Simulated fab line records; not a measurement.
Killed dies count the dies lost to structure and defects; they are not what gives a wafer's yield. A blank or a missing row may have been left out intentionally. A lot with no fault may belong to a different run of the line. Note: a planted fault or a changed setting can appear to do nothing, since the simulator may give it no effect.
The tool behind it: which one? / flow berkeley_cmos170 / 7 lots with 21 wafers sampled at 2 steps, on a route of 331 steps

== WHAT THE GAUGES READ, wafer by wafer ==
UCB170_SACOX_THK_MEAS_02.
lot=L463; measured=day 5 03:44; on=film_metro-02; SACOX_OXIDE_THK (nm)=14.50 14.66 14.55
lot=L467; measured=day 5 21:01; on=film_metro-03; SACOX_OXIDE_THK (nm)=14.82 14.84 14.46
lot=L470; measured=day 6 08:42; on=film_metro-02; SACOX_OXIDE_THK (nm)=14.63 14.80 14.70
lot=L474; measured=day 7 01:36; on=film_metro-02; SACOX_OXIDE_THK (nm)=14.88 14.95 15.05
lot=L476; measured=day 7 22:39; on=film_metro-02; SACOX_OXIDE_THK (nm)=14.26 14.26 13.88
lot=L480; measured=day 8 12:23; on=film_metro-01; SACOX_OXIDE_THK (nm)=14.64 14.47 14.62
lot=L485; measured=day 10 00:13; on=film_metro-01; SACOX_OXIDE_THK (nm)=14.39 14.25 14.12

== EACH LOT AND THE TOOL THAT RAN IT (in order: tool; ch and the chambers of the sampled wafers; start) ==
lot=L463; UCB170_ZERO_ETCH_06=rie_diel-01 ch 1,3, day 2 02:39
lot=L467; UCB170_ZERO_ETCH_06=rie_diel-01 ch 0,1,2, day 2 17:34
lot=L470; UCB170_ZERO_ETCH_06=rie_diel-01 ch 0,1,2, day 3 10:52
lot=L474; UCB170_ZERO_ETCH_06=rie_diel-03 ch 2,3, day 4 07:01
lot=L476; UCB170_ZERO_ETCH_06=rie_diel-03 ch 1,2,3, day 4 17:09
lot=L480; UCB170_ZERO_ETCH_06=rie_diel-01 ch 0,1,2, day 5 10:56
lot=L485; UCB170_ZERO_ETCH_06=rie_diel-03 ch 0,1,2, day 6 14:42
- UCB170_ZERO_ETCH_06: etches SiO2 in CHF3/CF4/Ar, time 12 s.

== THE ANSWER, worked out from the rows above alone ==
Rule: what is usual is taken from the lots themselves. The widest of any qualifying gaps counts: lots, ordered by their means at a reading, are off when they make up no more than a third of the lots, leave a main group of 4 or more, and stand apart from it by 3 or more times the standard deviation of that group's means. If all means in a main group match to the digits the tables above print for the reading, that group is not used. Also off: a lot with no number at a reading for which 4 or more lots have one. Where the step has rows for the other lots, those lots are counted as sound.
Nothing can be told from this: no lot is off at any reading shown.

== WHAT THE SIMULATOR HAD PUT IN ==
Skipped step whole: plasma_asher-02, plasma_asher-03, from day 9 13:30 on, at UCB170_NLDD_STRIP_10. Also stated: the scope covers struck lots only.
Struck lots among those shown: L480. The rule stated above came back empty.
